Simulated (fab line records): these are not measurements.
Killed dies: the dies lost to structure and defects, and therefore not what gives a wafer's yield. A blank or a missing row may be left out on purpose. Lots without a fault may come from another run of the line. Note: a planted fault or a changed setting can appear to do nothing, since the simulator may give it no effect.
Matching of chambers	flow berkeleyCmos170	UCB170_GATE_ETCH_15 on rieSi-02 has 4 sister chambers
The step etches poly-Si in HBr/Cl2, stops on SiO2, time 56.3 s, target depth 278.2 nm. 8 wafers are shown with their chamber, then 8 later ones without.

== WAFERS WITH THEIR CHAMBER ==
wafer	chamber	throttleValvePct (%)	oesProductAu (a.u.)
L239.4	3	26.65	0.845
L244.1	0	26.20	0.826
L245.5	3	26.64	0.839
L246.5	1	26.54	0.838
L248.1	2	26.37	0.845
L248.3	1	26.53	0.837
L248.5	2	26.37	0.837
L254.1	0	26.20	0.818

== WAFERS WITH NO CHAMBER GIVEN ==
wafer	throttleValvePct (%)	oesProductAu (a.u.)
L254.3	26.53	0.829
L254.4	26.37	0.831
L255.3	26.65	0.834
L255.4	26.21	0.811
L255.5	26.53	0.839
L260.3	26.22	0.825
L260.4	26.66	0.853
L260.6	26.50	0.843

== EACH ONE'S CHAMBER ==
wafer	from the rows above	in truth
L254.3	1	1
L254.4	2	2
L255.3	3	3
L255.4	0	0
L255.5	1	1
L260.3	0	0
L260.4	3	3
L260.6	1	1
8 of 8 placed correctly. Can't be placed from these rows: 0. Placed wrongly: 0.
How it was worked out, from the rows above alone: a wafer's distance from a chamber is the root of the sum, over the readings, of the square of ((its reading less the chamber's mean) divided by the reading's scatter). The wafer belongs to the nearest chamber; if the next one is less than 2 further off, it can't be placed. A chamber's mean is the mean of its shown wafers. The scatter: the root of (the sum of the squares of (reading less its chamber's mean) over the shown wafers, divided by (wafers less chambers)).
